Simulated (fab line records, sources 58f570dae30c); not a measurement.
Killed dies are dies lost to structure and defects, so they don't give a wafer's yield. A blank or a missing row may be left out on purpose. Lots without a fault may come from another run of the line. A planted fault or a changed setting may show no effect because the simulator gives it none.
Which tool did it? | flow berkeley_cmos170 | 14 lots, 42 wafers sampled, at 4 steps of a route of 331

WHAT THE GAUGES READ, wafer by wafer
UCB170_M3_OVL_MEAS_16. Usual: M3_OVL -1 nm, standard deviation 4.7.
lot  | measured     | on         | M3_OVL (nm) | flag
L988 | day 7 22:44  | overlay-01 | -1 -1 -3    |
L989 | day 8 00:17  | overlay-01 | 2 -3 -3     |
L990 | day 8 07:34  | overlay-02 | -1 -1 -2    |
L991 | day 8 09:19  | overlay-01 | -4 3 -4     |
L997 | day 9 03:47  | overlay-01 | 3 -3 -1     |
L995 | day 9 01:57  | overlay-01 | -4 -4 -7    |
L994 | day 9 04:11  | overlay-02 | -8 -2 -5    |
L992 | day 9 04:04  | overlay-01 | 4 2 4       |
L998 | day 9 11:12  | overlay-01 | -1 11 3     |
L101 | day 9 17:35  | overlay-01 | -4 -4 -3    |
L105 | day 10 19:31 | overlay-02 | 2 1 0       |
L110 | day 11 21:14 | overlay-02 | -6 -10 -6   |
L107 | day 11 22:37 | overlay-02 | -4 -2 2     |
L111 | day 12 01:56 | overlay-02 | -6 -3 -5    |

WHICH TOOL RAN EACH LOT (tool, then ch and the chambers of the sampled wafers, then the start)
lot  | UCB170_CONTACT_STRIP_06              | UCB170_V1_STRIP_15                   | UCB170_V2_PEB_10
L988 | plasma_asher-04 ch 0, day 6 23:25    | plasma_asher-01 ch 0,1, day 7 10:32  | litho_track-02 ch 0, day 7 18:39
L989 | plasma_asher-03 ch 0,1, day 7 00:20  | plasma_asher-01 ch 0,1, day 7 11:24  | litho_track-02 ch 0, day 7 19:35
L990 | plasma_asher-03 ch 0,1, day 7 07:39  | plasma_asher-02 ch 0,1, day 7 22:02  | litho_track-02 ch 0, day 8 03:28
L991 | plasma_asher-02 ch 0,1, day 7 10:40  | plasma_asher-02 ch 0,1, day 8 00:38  | litho_track-01 ch 0, day 8 05:46
L997 | plasma_asher-03 ch 0,1, day 8 02:28  | plasma_asher-01 ch 0,1, day 8 15:17  | litho_track-01 ch 0, day 8 23:31
L995 | plasma_asher-02 ch 0,1, day 8 03:01  | plasma_asher-04 ch 0,1, day 8 14:46  | litho_track-01 ch 0, day 8 22:11
L994 | plasma_asher-03 ch 0,1, day 8 04:12  | plasma_asher-02 ch 0,1, day 8 16:40  | litho_track-02 ch 0, day 8 23:58
L992 | plasma_asher-02 ch 0,1, day 8 04:15  | plasma_asher-04 ch 0,1, day 8 17:04  | litho_track-03 ch 0, day 8 23:39
L998 | plasma_asher-03 ch 0,1, day 8 13:17  | plasma_asher-02 ch 0,1, day 9 02:18  | litho_track-03 ch 0, day 9 07:59
L101 | plasma_asher-03 ch 0,1, day 8 20:59  | plasma_asher-02 ch 0, day 9 09:33    | litho_track-03 ch 0, day 9 14:13
L105 | plasma_asher-04 ch 0, day 9 23:29    | plasma_asher-04 ch 0,1, day 10 08:17 | litho_track-03 ch 0, day 10 15:40
L110 | plasma_asher-02 ch 0,1, day 11 01:37 | plasma_asher-01 ch 0,1, day 11 12:28 | litho_track-01 ch 0, day 11 18:24
L107 | plasma_asher-02 ch 0,1, day 11 03:33 | plasma_asher-01 ch 0,1, day 11 12:47 | litho_track-03 ch 0, day 11 18:46
L111 | plasma_asher-04 ch 0,1, day 11 05:29 | plasma_asher-02 ch 1, day 11 16:54   | litho_track-03 ch 0, day 11 22:26
- UCB170_CONTACT_STRIP_06: strips in O2.
- UCB170_V1_STRIP_15: strips in O2.
- UCB170_V2_PEB_10

WHAT THE TOOLS THEMSELVES READ (means of the sampled wafers that have a number; where no wafer has one, the mark that the record gives instead)
UCB170_CONTACT_STRIP_06. Usual: drypump_motor_current_A 5.9 A, standard deviation 0.57; oes_product_au 0.734 a.u., standard deviation 0.0048; strip_time_to_endpoint_s 21.98 s, standard deviation 0.07.
lot  | tool            | drypump_motor_current_A (A) | oes_product_au (a.u.) | strip_time_to_endpoint_s (s) | flag
L988 | plasma_asher-04 | 4.9                         | 0.736                 | 22.12                        |
L989 | plasma_asher-03 | 6.2                         | 0.734                 | 22.04                        |
L990 | plasma_asher-03 | 6.2                         | 0.736                 | 21.96                        |
L991 | plasma_asher-02 | 5.6                         | 0.732                 | 21.95                        |
L997 | plasma_asher-03 | 6.2                         | 0.726                 | 22.01                        |
L995 | plasma_asher-02 | 5.6                         | 0.735                 | 21.93                        |
L994 | plasma_asher-03 | 6.2                         | 0.733                 | 21.95                        |
L992 | plasma_asher-02 | 5.6                         | 0.739                 | 21.98                        |
L998 | plasma_asher-03 | 6.2                         | 0.737                 | 21.97                        |
L101 | plasma_asher-03 | 6.2                         | 0.735                 | 22.08                        |
L105 | plasma_asher-04 | 4.9                         | 0.738                 | 22.01                        |
L110 | plasma_asher-02 | 5.6                         | 0.734                 | 21.90                        |
L107 | plasma_asher-02 | 5.6                         | 0.734                 | 21.89                        |
L111 | plasma_asher-04 | 6.1                         | 0.733                 | 21.98                        |

UCB170_V1_STRIP_15. Usual: drypump_motor_current_A 5.7 A, standard deviation 0.49; oes_product_au 0.722 a.u., standard deviation 0.0045; strip_time_to_endpoint_s 15.29 s, standard deviation 0.16.
lot  | tool            | drypump_motor_current_A (A) | oes_product_au (a.u.) | strip_time_to_endpoint_s (s) | flag
L988 | plasma_asher-01 | 5.7                         | 0.719                 | 15.34                        |
L989 | plasma_asher-01 | 5.7                         | 0.721                 | 15.31                        |
L990 | plasma_asher-02 | 5.5                         | 0.721                 | 15.28                        |
L991 | plasma_asher-02 | 5.6                         | 0.723                 | 15.42                        |
L997 | plasma_asher-01 | 5.7                         | 0.723                 | 15.29                        |
L995 | plasma_asher-04 | 6.0                         | 0.721                 | 15.22                        |
L994 | plasma_asher-02 | 5.6                         | 0.726                 | 15.41                        |
L992 | plasma_asher-04 | 6.1                         | 0.719                 | 15.30                        |
L998 | plasma_asher-02 | 5.6                         | 0.718                 | 15.49                        |
L101 | plasma_asher-02 | 5.7                         | 0.725                 | 15.16                        |
L105 | plasma_asher-04 | 6.0                         | 0.723                 | 15.19                        |
L110 | plasma_asher-01 | 5.6                         | 0.720                 | 15.21                        |
L107 | plasma_asher-01 | 5.7                         | 0.721                 | 15.24                        |
L111 | plasma_asher-02 | 5.5                         | 0.727                 | 15.19                        |

UCB170_V2_PEB_10. Usual: chill_plate_temp_C 22.98 C, standard deviation 0.11; heater_power_total_W 56.80 W, standard deviation 0.05.
lot  | tool           | chill_plate_temp_C (C) | heater_power_total_W (W) | flag
L988 | litho_track-02 | 23.09                  | 56.82                    |
L989 | litho_track-02 | 23.00                  | 56.85                    |
L990 | litho_track-02 | 22.90                  | 56.76                    |
L991 | litho_track-01 | 23.10                  | 56.77                    |
L997 | litho_track-01 | 22.92                  | 56.77                    |
L995 | litho_track-01 | 22.73                  | 56.77                    |
L994 | litho_track-02 | 22.95                  | 56.74                    |
L992 | litho_track-03 | 22.89                  | 56.78                    |
L998 | litho_track-03 | 22.91                  | 56.80                    |
L101 | litho_track-03 | 23.03                  | 56.77                    |
L105 | litho_track-03 | 22.82                  | 56.79                    |
L110 | litho_track-01 | 22.91                  | 56.80                    |
L107 | litho_track-03 | 23.05                  | 57.23                    | OFF
L111 | litho_track-03 | 23.04                  | 57.20                    | OFF

THE ANSWER, worked out from the rows above alone
Rule: a lot is off if the mean of its wafers that have a number lies more than 3 standard deviations from the usual mean. A lot without any number at a reading at which 4 lots or more have one is off too. The other lots that the step has rows for count as sound. The gauges are gone through in route order, then the tools' own readings, and for those a lot's mean is taken as printed above. The first step at which some lot is off is used, and at that step the reading that is off furthest; a lot without a number counts as furthest.
Off: L107, L111, at UCB170_V2_PEB_10 (heater_power_total_W).
A tool fits if, at that step or a process step before it, it ran every lot that is off, and no sound lot after the first of them. One fits: litho_track-03 at UCB170_V2_PEB_10. Its last sound lot is L105 (day 10 15:40), its first lot that is off L107 (day 11 18:46): a fault that began between those two fits.
The tool's own readings at UCB170_V2_PEB_10 bear it out: on the lots that are off they differ by more than 5 times the standard deviation of the sound lots' means. heater_power_total_W reads 57.22 W there against 56.79 W on the sound lots.

WHAT THE SIMULATOR HAD PUT IN
Process parameter drift: litho_track-03, from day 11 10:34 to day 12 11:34, at UCB170_V2_PEB_10. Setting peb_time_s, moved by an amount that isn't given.
Lots struck among those shown: L107, L111. The rule above found the same.
